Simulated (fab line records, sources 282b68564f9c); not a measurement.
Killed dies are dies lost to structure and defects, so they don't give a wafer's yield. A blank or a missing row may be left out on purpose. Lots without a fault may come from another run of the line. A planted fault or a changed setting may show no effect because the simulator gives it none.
A struck lot beside a sound one | flow rit_cmos | 34 steps out of a route of 202
Sound: wafers L568.1, L568.2, L568.3. Struck: wafers L582.2, L582.5, L582.6. The cause comes at the end.
At each step with rows: each side's tool, then ch and its chambers, then its first start. Under that, the readings that differ: sound wafers | struck wafers | difference of the means | sigmas: that difference in standard deviations of wafers without a fault.
alike: readings whose means differ by less than 2 such deviations, and words and numbers that are the same on both sides. not compared: withheld readings, readings that some wafer has no value for, bounds like >300 that may hide the same value, and numbers for which the record gives no deviation and whose values overlap.
The two part at a step that has a row with sigmas, a row that says differs or no value, or rows on one side only. Numbers that don't overlap but have no deviation are shown without sigmas and don't part them. A reading that every wafer of one side lacks parts them only if that side has two wafers or more.

RIT_ACTIVE_BOW_MEAS_00:
  sound on film_metro-02, day 1 10:00; struck on film_metro-03, day 4 08:01
  alike: INCOMING_BOW
then, 1 step without rows for these wafers: RIT_ACTIVE_OXIDATION_01 (target thk 46.8 nm, ox time 3360 s).
RIT_ACTIVE_THK_MEAS_02:
  sound on film_metro-02, day 1 12:14; struck on film_metro-02, day 4 10:04
  alike: ACTIVE_OXIDE_THK
RIT_ACTIVE_CVD_03: deposits Si3N4 from SiH2Cl2/NH3, target thk 150 nm, time 1500 s.
  sound on lpcvd-01 ch 0, day 1 12:17; struck on lpcvd-02 ch 1, day 4 10:07
RIT_ACTIVE_THK_MEAS_04:
  sound on film_metro-03, day 1 13:42; struck on film_metro-03, day 4 12:15
  alike: ACTIVE_NITRIDE_THK
then, 6 steps without rows for these wafers: RIT_ACTIVE_HMDS_05 (prime time 60 s); RIT_ACTIVE_COAT_06 (resist thk 1000 nm); RIT_ACTIVE_SOFTBAKE_07 (time 60 s); RIT_ACTIVE_EXPOSE_08 (exposes mask M1, target cd 1400 nm); RIT_ACTIVE_PEB_09; RIT_ACTIVE_DEVELOP_10 (develop time 50 s).
RIT_ACTIVE_CD_MEAS_11: target cd 1400 nm.
  sound on cd_sem-02, day 1 14:37; struck on cd_sem-01, day 4 13:17
  alike: cd_nm
then, 1 step without rows for these wafers: RIT_ACTIVE_HARDBAKE_12 (time 60 s).
RIT_ACTIVE_ETCH_13: etches Si3N4 in SF6, stops on SiO2, time 210 s, target depth 210 nm.
  sound on rie_diel-04 ch 0,1,3, day 1 14:53; struck on rie_diel-02 ch 1,2, day 4 13:44
  alike: drypump_motor_current_A, oes_product_au, throttle_valve_pct
  not compared: rf_hours_counter_h
RIT_ACTIVE_STRIP_14: strips in O2, time 180 s.
  sound on plasma_asher-03 ch 0,1, day 1 15:01; struck on plasma_asher-02 ch 0,1, day 4 13:52
  alike: drypump_motor_current_A
  not compared: rf_hours_counter_h
RIT_ACTIVE_CD_MEAS_90: target cd 1400 nm.
  sound on cd_sem-01, day 1 15:11; struck on cd_sem-01, day 4 14:04
  alike: cd_nm
then, 4 steps without rows for these wafers: RIT_ACTIVE_CLEAN_15 (cleans in SC1, time 600 s); RIT_ACTIVE_CLEAN_16 (cleans in dHF, time 30 s); RIT_ACTIVE_CLEAN_17 (cleans in SC2, time 600 s); RIT_FOX1_OXIDATION_00 (target thk 350.7 nm, ox time 1130 s).
RIT_FOX1_THK_MEAS_01:
  sound on film_metro-02, day 1 18:31; struck on film_metro-03, day 4 17:00
  alike: FOX1_OXIDE_THK
then, 2 steps without rows for these wafers: RIT_FOX1_WET_ETCH_02 (etches SiO2 in BOE, target depth 350 nm, time 390 s); RIT_FOX2_OXIDATION_00 (target thk 350.7 nm, ox time 1130 s).
RIT_FOX2_THK_MEAS_01:
  sound on film_metro-04, day 1 20:00; struck on film_metro-04, day 4 18:34
  alike: FOX2_OXIDE_THK
then, 2 steps without rows for these wafers: RIT_FOX2_CLEAN_02 (cleans in dHF, time 180 s); RIT_FOX2_WET_ETCH_03 (etches Si3N4 in H3PO4, target depth 195 nm, time 2700 s).
RIT_FOX2_THK_MEAS_90:
  sound on film_metro-01, day 1 20:58; struck on film_metro-04, day 4 19:31
  alike: FIELD_OXIDE_LEFT_1_THK
then, 6 steps without rows for these wafers: RIT_NWELL_HMDS_00 (prime time 60 s); RIT_NWELL_COAT_01 (resist thk 1300 nm); RIT_NWELL_SOFTBAKE_02 (time 60 s); RIT_NWELL_EXPOSE_03 (exposes mask M2, target cd 43900 nm); RIT_NWELL_PEB_04; RIT_NWELL_DEVELOP_05 (develop time 68 s).
RIT_M1_PROBE_99:
  sound on prober-01, day 3 15:26; struck on prober-02, day 6 13:20
  reading             | sound  | struck                                                                     | difference                   | sigmas
  hold                | - - -  | await_dispo/6.2h/release await_dispo/6.2h/release await_dispo/6.2h/release | no value on the sound wafers |
  killed_at_front_end | 7 7 11 | 15 17 15                                                                   | +7                           | +2
  killed_dies         | 7 7 11 | 15 17 15                                                                   | +7                           | +2
  killed_on_rim       | 3 4 5  | 7 10 9                                                                     | +5                           | +3
  alike: killed_at_contacts, killed_open, killed_short

WHERE THEY PART
Only at RIT_M1_PROBE_99, within this record.

WHY: what the simulator had put in
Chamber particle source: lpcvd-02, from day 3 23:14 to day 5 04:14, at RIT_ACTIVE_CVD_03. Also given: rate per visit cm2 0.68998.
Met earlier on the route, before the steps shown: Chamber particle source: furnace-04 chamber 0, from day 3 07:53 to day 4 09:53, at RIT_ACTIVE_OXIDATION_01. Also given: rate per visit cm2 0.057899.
